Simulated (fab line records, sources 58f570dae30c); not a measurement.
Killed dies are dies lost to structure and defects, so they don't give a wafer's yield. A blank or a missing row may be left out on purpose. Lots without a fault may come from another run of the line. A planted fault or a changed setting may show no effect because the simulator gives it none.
fab line records | flow berkeley_cmos170 | part 1 of 2: steps 1 to 34 of 46
record lots=5 wafers=15 last_day=13
route steps=331 shown ACTIVE@77 PFIELD@79 FIELD@89 SACOX@97 SCREENOX@100 NVT@104 PVT@115
lots that met no fault: from a run of the same line without faults
start_h: hours from the record's first day to the start of the lot's first wafer shown | wait_h: hours since the lot's step before | " the same as in the row above | L1.1+2: a row that stands for several wafers | - no value, or no start given | * or withheld: withheld | < > ~ a bound
route shown NAME@n: a module of which the file shows steps, and the number in the route of the first | usual: mean/standard deviation of fault-free wafers | same: alike in all rows | chamber/n: place in a boat | sites: the reading at each site | _std_site: their standard deviation | _edge_site: outer sites' mean less inner sites' | radius_mm: how far each site lies from the wafer's centre | mask NAME#n: copy n | behind: the tool/chamber that last shaped the wafer | hold: why the lot was held/for how many hours/how that ended | device: the transistor (n, p or np) that didn't switch | end of line: the same wafers' tests at the end of the route | a step without rows: its recipe alone | killed: dies lost to structure and defects at the first sort, not the wafer's yield | map: a wafer's dies, x killed, . not, _ none there
set.NAME: the setting as run; set.NAME@STEP: as run at that earlier step | model.NAME: the simulator's own value behind a step, which no gauge read
lots at some steps of the route; a table a step, a row a wafer
services: from which hour (start_h, from the record's first day; less than 0 if before it) a tool's chamber was out of use, for how many hours, and why
## steps
# step UCB170_ACTIVE_CD_MEAS_90
# recipe target_cd_nm=1200
# usual cd_nm=1199.7/1.5
# columns lot.wafer tool chamber start_h wait_h cd_nm
L077.3 cd_sem-01 - 92.65 0.1 1199.7
L077.4 " - " " 1199.3
L077.6 " - " " 1199.5
L078.1 cd_sem-02 - 92.85 0.1 1199.3
L078.2 " - " " 1199.7
L078.5 " - " " 1199.2
L093.1 cd_sem-01 - 171.71 0.1 1201.0
L093.3 " - " " 1200.0
L093.5 " - " " 1201.1
L096.3 cd_sem-01 - 192.22 0.1 1198.6
L096.4 " - " " 1197.9
L096.6 " - " " 1198.0
L097.1 cd_sem-01 - 199.88 0.1 1196.5
L097.2 " - " " 1197.7
L097.6 " - " " 1198.0
# step UCB170_ACTIVE_CLEAN_17
# recipe chemistry=SPM temp_c=120 time_s=600
# usual bath_heat_duty_pct=12.3/1.1
# columns lot.wafer tool chamber start_h wait_h bath_heat_duty_pct
L077.3 wet_bench-03 1 92.73 0.1 14.1
L077.4 " 1 " " 14.3
L077.6 " 1 " " 13.8
L078.1 wet_bench-03 0 93.10 0.2 12.3
L078.2 " 0 " " 12.8
L078.5 " 0 " " 11.0
L093.1 wet_bench-02 2 172.84 1.1 13.1
L093.3 " 2 " " 11.2
L093.5 " 2 " " 11.2
L096.3 wet_bench-01 0 192.34 0.1 13.0
L096.4 " 0 " " 12.2
L096.6 " 0 " " 12.1
L097.1 wet_bench-03 0 200.20 0.3 13.2
L097.2 " 0 " " 12.0
L097.6 " 0 " " 12.1
# step UCB170_PFIELD_HMDS_00
# recipe prime_time_s=60 prime_temp_c=100
# same prime_time_s=60
# columns lot.wafer tool chamber start_h wait_h
L077.3+4+6 litho_track-04 0 93.19 0.3
L078.1+2+5 litho_track-03 0 93.30 0.0
L093.1+3+5 litho_track-04 0 173.02 0.0
L096.3+4+6 litho_track-04 0 192.57 0.1
L097.1+2+6 litho_track-02 0 200.43 0.0
# step UCB170_PFIELD_COAT_01
# recipe resist=KrF spin_rpm=1500 resist_thk_nm=900
# columns lot.wafer tool chamber start_h wait_h
L077.3+4+6 litho_track-04 0 93.34 0.1
L078.1+2+5 litho_track-03 0 93.45 0.1
L093.1+3+5 litho_track-04 0 173.17 0.1
L096.3+4+6 litho_track-04 0 192.72 0.1
L097.1+2+6 litho_track-02 0 200.58 0.1
# step UCB170_PFIELD_SOFTBAKE_02
# recipe resist=KrF temp_c=130 time_s=60
# usual heater_power_total_W=56.80/0.042
# columns lot.wafer tool chamber start_h wait_h heater_power_total_W
L077.3 litho_track-04 0 93.49 0.1 56.79
L077.4 " 0 " " 56.79
L077.6 " 0 " " 56.85
L078.1 litho_track-03 0 93.60 0.1 56.81
L078.2 " 0 " " 56.81
L078.5 " 0 " " 56.77
L093.1 litho_track-04 0 173.32 0.1 56.80
L093.3 " 0 " " 56.80
L093.5 " 0 " " 56.76
L096.3 litho_track-04 0 192.87 0.1 56.77
L096.4 " 0 " " 56.76
L096.6 " 0 " " 56.75
L097.1 litho_track-02 0 200.73 0.1 56.76
L097.2 " 0 " " 56.81
L097.6 " 0 " " 56.82
# step UCB170_PFIELD_EXPOSE_03
# recipe mask_id=PFIELD na=0.5 sigma_outer=0.6 source_shape=conventional target_cd_nm=1500 dose_mj=30
# columns lot.wafer tool chamber start_h wait_h mask
L077.3+4+6 krf_scanner-02 0 93.63 0.1 PFIELD#0
L078.1+2+5 krf_scanner-02 0 93.75 0.1 PFIELD#0
L093.1+3+5 krf_scanner-02 0 173.47 0.1 PFIELD#0
L096.3+4+6 krf_scanner-01 0 193.47 0.6 PFIELD#0
L097.1+2+6 krf_scanner-01 0 200.88 0.1 PFIELD#0
# step UCB170_PFIELD_PEB_04
# recipe peb_temp_c=130 peb_time_s=withheld resist=KrF
# usual heater_power_total_W=56.80/0.044
# columns lot.wafer tool chamber start_h wait_h heater_power_total_W
L077.3 litho_track-04 0 94.09 0.4 56.78
L077.4 " 0 " " 56.84
L077.6 " 0 " " 56.76
L078.1 litho_track-03 0 94.20 0.4 56.80
L078.2 " 0 " " 56.79
L078.5 " 0 " " 56.77
L093.1 litho_track-03 0 173.59 0.1 56.83
L093.3 " 0 " " 56.77
L093.5 " 0 " " 56.83
L096.3 litho_track-04 0 193.60 0.1 56.81
L096.4 " 0 " " 56.80
L096.6 " 0 " " 56.79
L097.1 litho_track-03 0 201.10 0.2 56.82
L097.2 " 0 " " 56.87
L097.6 " 0 " " 56.78
# step UCB170_PFIELD_DEVELOP_05
# recipe developer=TMAH develop_time_s=45 resist=KrF dev_temp_c=21
# same develop_time_s=45
# columns lot.wafer tool chamber start_h wait_h
L077.3+4+6 litho_track-04 0 - -
L078.1+2+5 litho_track-03 0 - -
L093.1+3+5 litho_track-03 0 - -
L096.3+4+6 litho_track-04 0 - -
L097.1+2+6 litho_track-03 0 - -
# step UCB170_PFIELD_OVL_MEAS_06
# usual PFIELD_OVL=-1/5.1
# columns lot.wafer tool chamber start_h wait_h PFIELD_OVL[nm]
L077.3 overlay-02 - 94.33 - -1
L077.4 " - " " -6
L077.6 " - " " -3
L078.1 overlay-01 - 94.48 - -5
L078.2 " - " " 5
L078.5 " - " " -4
L093.1 overlay-01 - 173.86 - 0
L093.3 " - " " 5
L093.5 " - " " -3
L096.3 overlay-01 - 193.83 - 2
L096.4 " - " " -5
L096.6 " - " " -1
L097.1 overlay-02 - 201.38 - 5
L097.2 " - " " -5
L097.6 " - " " 3
# step UCB170_PFIELD_IMPLANT_07
# recipe species=B dose_cm2=2e+13 energy_kev=80 tilt_deg=7
# columns lot.wafer tool chamber start_h wait_h
L077.3+4+6 implanter-01 0 94.40 0.1
L078.1+2+5 implanter-02 0 94.51 0.0
L093.1+3+5 implanter-01 0 173.90 0.0
L096.3+4+6 implanter-01 0 193.91 0.1
L097.1+2+6 implanter-01 0 201.42 0.0
# step UCB170_PFIELD_STRIP_08
# recipe chemistry=O2 power_w=400 pressure_mtorr=3500 platen_temp_c=withheld o2_flow_sccm=400 overash_fraction=0.5
# usual drypump_motor_current_A=5.9/0.41 oes_product_au=0.734/0.0049 strip_time_to_endpoint_s=21.66/0.062
# columns lot.wafer tool chamber start_h wait_h drypump_motor_current_A oes_product_au rf_hours_counter_h strip_time_to_endpoint_s
L077.3 plasma_asher-04 1 94.53 0.1 5.7 0.721 - 21.62
L077.4 " 0 " " 6.2 0.737 - 21.61
L077.6 " 1 " " 5.6 0.739 - 21.60
L078.1 plasma_asher-03 1 94.66 0.1 5.3 0.731 40 21.74
L078.2 " 0 " " 5.2 0.736 40 21.68
L078.5 " 0 " " 5.2 0.736 - 21.71
L093.1 plasma_asher-01 1 174.05 0.1 6.3 0.740 43 21.59
L093.3 " 0 " " 6.1 0.735 - 21.60
L093.5 " 1 " " 6.4 0.730 - 21.67
L096.3 plasma_asher-01 0 194.04 0.1 6.1 0.737 - 21.51
L096.4 " 1 " " 6.4 0.733 - 21.60
L096.6 " 0 " " 6.1 0.733 - 21.54
L097.1 plasma_asher-01 0 201.57 0.1 6.1 0.729 46 21.67
L097.2 " 1 " " 6.3 0.734 46 21.57
L097.6 " 1 " " 6.3 0.737 - 21.66
# step UCB170_PFIELD_TW_MEAS_09
# usual PFIELD_TW=600/5.1
# columns lot.wafer tool chamber start_h wait_h PFIELD_TW
L077.3 film_metro-03 - 94.62 0.1 598
L077.4 " - " " 593
L077.6 " - " " 600
L078.1 film_metro-01 - 94.76 0.1 589
L078.2 " - " " 594
L078.5 " - " " 588
L093.1 film_metro-04 - 174.15 0.1 605
L093.3 " - " " 605
L093.5 " - " " 607
L096.3 film_metro-03 - 194.13 0.1 604
L096.4 " - " " 604
L096.6 " - " " 604
L097.1 film_metro-03 - 201.67 0.1 605
L097.2 " - " " 601
L097.6 " - " " 600
# step UCB170_FIELD_CLEAN_00
# recipe chemistry=dHF dilution=25:1 time_s=7.5
# columns lot.wafer tool chamber start_h wait_h
L077.3+4+6 wet_bench-04 3 94.79 0.2
L078.1+2+5 wet_bench-04 0 94.82 0.1
L093.1+3+5 wet_bench-04 1 174.21 0.1
L096.3+4+6 wet_bench-03 0 194.38 0.2
L097.1+2+6 wet_bench-04 2 201.73 0.1
# step UCB170_FIELD_OXIDATION_01
# recipe temp_c=1000 ambient=H2O p_h2o_torr=584.62 target_thk_a=5583 ox_time_s=7200
# columns lot.wafer tool chamber start_h wait_h
L077.3+4+6 furnace-02 0 99.01 4.2
L078.1+2+5 furnace-02 0 99.01 4.2
L093.1+3+5 furnace-03 0 176.89 2.7
L096.3+4+6 furnace-02 0 197.56 3.2
L097.1+2+6 furnace-01 0 206.56 4.8
# step UCB170_FIELD_THK_MEAS_02
# recipe reads=SiO2_of_FIELD_OXIDATION_01
# usual FIELD_OXIDE_THK=555/9.7
# columns lot.wafer tool chamber start_h wait_h FIELD_OXIDE_THK[nm]
L078.1 film_metro-01 - 102.01 0.0 549
L078.2 " - " " 562
L078.5 " - " " 549
L077.3 film_metro-04 - 102.03 0.0 566
L077.4 " - " " 562
L077.6 " - " " 565
L093.1 film_metro-02 - 179.89 0.0 563
L093.3 " - " " 569
L093.5 " - " " 567
L096.3 film_metro-01 - 200.58 0.0 569
L096.4 " - " " 569
L096.6 " - " " 575
L097.1 film_metro-04 - 209.56 0.0 549
L097.2 " - " " 549
L097.6 " - " " 547
# step UCB170_FIELD_ANNEAL_03
# recipe temp_c=1000 time_s=1200 ambient=N2
# columns lot.wafer tool chamber start_h wait_h
L077.3+4+6 furnace-02 0 106.51 4.5
L078.1+2+5 furnace-02 0 106.51 4.5
L093.1+3+5 furnace-03 0 182.49 2.6
L096.3+4+6 furnace-01 0 205.22 4.6
L097.1+2+6 furnace-02 0 214.87 5.3
# step UCB170_FIELD_WET_ETCH_04
# recipe chemistry=dHF dilution=10:1 target=SiO2 temp_c=25 time_s=60
# usual bath_heat_duty_pct=6.1/0.87
# columns lot.wafer tool chamber start_h wait_h bath_heat_duty_pct
L077.3 wet_bench-02 3 107.84 0.0 5.8
L077.4 " 3 " " 5.9
L077.6 " 3 " " 4.8
L078.1 wet_bench-02 3 107.84 0.0 6.7
L078.2 " 3 " " 5.4
L078.5 " 3 " " 4.9
L093.1 wet_bench-04 3 183.82 0.0 6.8
L093.3 " 3 " " 7.0
L093.5 " 3 " " 6.0
L096.3 wet_bench-04 3 206.56 0.0 6.3
L096.4 " 3 " " 5.9
L096.6 " 3 " " 5.9
L097.1 wet_bench-04 1 216.21 0.0 5.5
L097.2 " 1 " " 4.9
L097.6 " 1 " " 5.1
# step UCB170_FIELD_WET_ETCH_05
# recipe chemistry=H3PO4 target=Si3N4 temp_c=160 time_s=12600
# usual bath_heat_duty_pct=24.4/1.7
# columns lot.wafer tool chamber start_h wait_h bath_heat_duty_pct
L077.3 wet_bench-02 3 107.87 0.0 24.0
L077.4 " 3 " " 24.1
L077.6 " 3 " " 22.9
L078.1 wet_bench-02 2 107.87 0.0 21.5
L078.2 " 2 " " 23.9
L078.5 " 2 " " 24.7
L093.1 wet_bench-02 0 183.85 0.0 23.8
L093.3 " 0 " " 26.8
L093.5 " 0 " " 25.4
L096.3 wet_bench-04 3 206.58 0.0 28.3
L096.4 " 3 " " 27.2
L096.6 " 3 " " 26.5
L097.1 wet_bench-04 2 216.23 0.0 24.5
L097.2 " 2 " " 23.8
L097.6 " 2 " " 24.1
# step UCB170_FIELD_WET_ETCH_06
# recipe chemistry=BOE dilution=5:1 target=SiO2 temp_c=25 time_s=22
# usual bath_heat_duty_pct=6.1/0.9
# columns lot.wafer tool chamber start_h wait_h bath_heat_duty_pct
L077.3 wet_bench-02 1 111.94 0.6 5.4
L077.4 " 1 " " 6.7
L077.6 " 1 " " 5.5
L078.1 wet_bench-02 2 111.94 0.6 4.4
L078.2 " 2 " " 5.8
L078.5 " 2 " " 5.4
L093.1 wet_bench-04 0 187.68 0.0 8.1
L093.3 " 0 " " 7.3
L093.5 " 0 " " 7.8
L096.3 wet_bench-03 1 210.09 0.0 6.8
L096.4 " 1 " " 6.3
L096.6 " 1 " " 6.0
L097.1 wet_bench-02 1 220.06 0.0 6.2
L097.2 " 1 " " 5.2
L097.6 " 1 " " 5.0
# step UCB170_FIELD_THK_MEAS_90
# recipe reads=SiO2_of_FIELD_OXIDATION_01
# usual FIELD_OXIDE_LEFT_1_THK=438/9.7
# columns lot.wafer tool chamber start_h wait_h FIELD_OXIDE_LEFT_1_THK[nm]
L078.1 film_metro-02 - 111.96 0.0 431
L078.2 " - " " 443
L078.5 " - " " 431
L077.3 film_metro-04 - 111.98 0.0 450
L077.4 " - " " 446
L077.6 " - " " 449
L093.1 film_metro-01 - 187.69 0.0 446
L093.3 " - " " 451
L093.5 " - " " 450
L096.3 film_metro-01 - 210.14 0.0 452
L096.4 " - " " 452
L096.6 " - " " 457
L097.1 film_metro-04 - 220.08 0.0 432
L097.2 " - " " 431
L097.6 " - " " 431
# step UCB170_SACOX_CLEAN_00
# recipe chemistry=dHF dilution=25:1 time_s=7.5
# columns lot.wafer tool chamber start_h wait_h
L077.3+4+6 wet_bench-01 2 112.74 0.8
L078.1+2+5 wet_bench-01 1 112.74 0.8
L093.1+3+5 wet_bench-04 0 187.75 0.1
L096.3+4+6 wet_bench-03 0 210.18 0.0
L097.1+2+6 wet_bench-04 2 220.43 0.3
# step UCB170_SACOX_OXIDATION_01
# recipe temp_c=900 ambient=O2 target_thk_a=144 ox_time_s=2400
# columns lot.wafer tool chamber start_h wait_h
L077.3+4+6 furnace-04 0 114.93 2.2
L078.1+2+5 furnace-04 0 114.93 2.2
L093.1+3+5 furnace-04 0 190.55 2.8
L096.3+4+6 furnace-04 0 215.92 5.7
L097.1+2+6 furnace-01 0 223.52 3.1
# step UCB170_SACOX_THK_MEAS_02
# recipe reads=SiO2_of_SACOX_OXIDATION_01
# usual SACOX_OXIDE_THK=14.39/0.25
# columns lot.wafer tool chamber start_h wait_h SACOX_OXIDE_THK[nm]
L078.1 film_metro-04 - 116.60 0.0 14.27
L078.2 " - " " 14.41
L078.5 " - " " 14.36
L077.3 film_metro-02 - 116.62 0.0 14.42
L077.4 " - " " 14.37
L077.6 " - " " 14.41
L093.1 film_metro-04 - 192.22 0.0 14.31
L093.3 " - " " 14.52
L093.5 " - " " 14.39
L096.3 film_metro-04 - 217.60 0.0 14.56
L096.4 " - " " 14.65
L096.6 " - " " 14.70
L097.1 film_metro-04 - 225.19 0.0 14.32
L097.2 " - " " 14.61
L097.6 " - " " 14.24
# step UCB170_SCREENOX_WET_ETCH_00
# recipe chemistry=dHF dilution=25:1 target=SiO2 temp_c=25 time_s=200
# usual bath_heat_duty_pct=6.0/0.94
# columns lot.wafer tool chamber start_h wait_h bath_heat_duty_pct
L077.3 wet_bench-04 1 116.66 0.0 5.6
L077.4 " 1 " " 6.3
L077.6 " 1 " " 5.1
L078.1 wet_bench-04 3 116.66 0.1 5.7
L078.2 " 3 " " 5.9
L078.5 " 3 " " 5.9
L093.1 wet_bench-01 0 192.28 0.1 5.6
L093.3 " 0 " " 5.3
L093.5 " 0 " " 5.3
L096.3 wet_bench-02 0 217.64 0.0 6.3
L096.4 " 0 " " 6.3
L096.6 " 0 " " 6.2
L097.1 wet_bench-02 1 226.67 1.5 4.4
L097.2 " 1 " " 5.1
L097.6 " 1 " " 5.7
# step UCB170_SCREENOX_OXIDATION_01
# recipe temp_c=900 ambient=O2 target_thk_a=144 ox_time_s=2400
# columns lot.wafer tool chamber start_h wait_h
L077.3+4+6 furnace-01 0 119.47 2.7
L078.1+2+5 furnace-01 0 119.47 2.7
L093.1+3+5 furnace-01 0 196.56 4.2
L096.3+4+6 furnace-01 0 220.51 2.8
L097.1+2+6 furnace-01 0 228.04 1.3
# step UCB170_SCREENOX_THK_MEAS_02
# recipe reads=SiO2_of_SCREENOX_OXIDATION_01
# usual SCREENOX_OXIDE_THK=14.41/0.27
# columns lot.wafer tool chamber start_h wait_h SCREENOX_OXIDE_THK[nm]
L078.1 film_metro-02 - 121.14 0.0 14.66
L078.2 " - " " 14.56
L078.5 " - " " 14.53
L077.3 film_metro-03 - 121.16 0.0 14.74
L077.4 " - " " 15.09
L077.6 " - " " 14.60
L093.1 film_metro-02 - 198.23 0.0 14.34
L093.3 " - " " 14.04
L093.5 " - " " 14.35
L096.3 film_metro-02 - 222.19 0.0 14.40
L096.4 " - " " 14.16
L096.6 " - " " 14.30
L097.1 film_metro-02 - 229.71 0.0 14.34
L097.2 " - " " 14.17
L097.6 " - " " 14.34
# step UCB170_SCREENOX_ANNEAL_03
# recipe temp_c=900 time_s=900 ambient=N2
# columns lot.wafer tool chamber start_h wait_h
L077.3+4+6 furnace-04 0 126.53 5.4
L078.1+2+5 furnace-04 0 126.53 5.4
L093.1+3+5 furnace-02 0 203.16 4.9
L096.3+4+6 furnace-02 0 225.54 3.3
L097.1+2+6 furnace-04 0 232.72 3.0
# step UCB170_NVT_HMDS_00
# recipe prime_time_s=60 prime_temp_c=100
# same prime_time_s=60
# columns lot.wafer tool chamber start_h wait_h
L078.1+2+5 litho_track-03 0 127.78 0.0
L077.3+4+6 litho_track-04 0 128.07 0.3
L093.1+3+5 litho_track-01 0 204.41 0.0
L096.3+4+6 litho_track-03 0 227.02 0.2
L097.1+2+6 litho_track-04 0 234.21 0.2
# step UCB170_NVT_COAT_01
# recipe resist=KrF spin_rpm=1500 resist_thk_nm=900
# columns lot.wafer tool chamber start_h wait_h
L078.1+2+5 litho_track-03 0 127.93 0.1
L077.3+4+6 litho_track-04 0 128.22 0.1
L093.1+3+5 litho_track-01 0 204.56 0.1
L096.3+4+6 litho_track-03 0 227.17 0.1
L097.1+2+6 litho_track-04 0 234.36 0.1
# step UCB170_NVT_SOFTBAKE_02
# recipe resist=KrF temp_c=130 time_s=60
# usual heater_power_total_W=56.80/0.046
# columns lot.wafer tool chamber start_h wait_h heater_power_total_W
L078.1 litho_track-03 0 128.08 0.1 56.83
L078.2 " 0 " " 56.79
L078.5 " 0 " " 56.73
L077.3 litho_track-04 0 128.37 0.1 56.69
L077.4 " 0 " " 56.70
L077.6 " 0 " " 56.81
L093.1 litho_track-01 0 204.71 0.1 56.81
L093.3 " 0 " " 56.80
L093.5 " 0 " " 56.87
L096.3 litho_track-03 0 227.32 0.1 56.85
L096.4 " 0 " " 56.81
L096.6 " 0 " " 56.83
L097.1 litho_track-04 0 234.51 0.1 56.80
L097.2 " 0 " " 56.76
L097.6 " 0 " " 56.81
# step UCB170_NVT_EXPOSE_03
# recipe mask_id=PWELL target_cd_nm=3000 na=0.5 sigma_outer=0.6 source_shape=conventional dose_mj=30
# columns lot.wafer tool chamber start_h wait_h mask
L078.1+2+5 krf_scanner-02 0 128.36 0.2 PWELL#0
L077.3+4+6 krf_scanner-01 0 128.75 0.4 PWELL#0
L093.1+3+5 krf_scanner-02 0 204.99 0.2 PWELL#0
L096.3+4+6 krf_scanner-02 0 227.58 0.2 PWELL#0
L097.1+2+6 krf_scanner-02 0 234.96 0.4 PWELL#0
# step UCB170_NVT_PEB_04
# recipe peb_temp_c=130 peb_time_s=withheld resist=KrF
# usual heater_power_total_W=56.80/0.043
# columns lot.wafer tool chamber start_h wait_h heater_power_total_W
L078.1 litho_track-03 0 128.68 0.3 56.87
L078.2 " 0 " " 56.75
L078.5 " 0 " " 56.82
L077.3 litho_track-03 0 129.01 0.2 56.83
L077.4 " 0 " " 56.79
L077.6 " 0 " " 56.84
L093.1 litho_track-01 0 205.11 0.1 56.81
L093.3 " 0 " " 56.81
L093.5 " 0 " " 56.81
L096.3 litho_track-01 0 227.96 0.4 56.88
L096.4 " 0 " " 56.78
L096.6 " 0 " " 56.79
L097.1 litho_track-01 0 235.08 0.1 56.88
L097.2 " 0 " " 56.93
L097.6 " 0 " " 56.72
# step UCB170_NVT_DEVELOP_05
# recipe developer=TMAH develop_time_s=45 resist=KrF dev_temp_c=21
# same develop_time_s=45
# columns lot.wafer tool chamber start_h wait_h
L078.1+2+5 litho_track-03 0 - -
L077.3+4+6 litho_track-03 0 - -
L093.1+3+5 litho_track-01 0 - -
L096.3+4+6 litho_track-01 0 - -
L097.1+2+6 litho_track-01 0 - -
# step UCB170_NVT_OVL_MEAS_06
# usual NVT_OVL=0/5
# columns lot.wafer tool chamber start_h wait_h NVT_OVL[nm]
L078.1 overlay-02 - 128.96 - 2
L078.2 " - " " 3
L078.5 " - " " 0
L077.3 overlay-02 - 129.24 - 7
L077.4 " - " " 5
L077.6 " - " " 0
L093.1 overlay-01 - 205.38 - 1
L093.3 " - " " -3
L093.5 " - " " -3
L096.3 overlay-01 - 228.20 - -3
L096.4 " - " " -9
L096.6 " - " " -10
L097.1 overlay-02 - 235.35 - 4
L097.2 " - " " 0
L097.6 " - " " -4
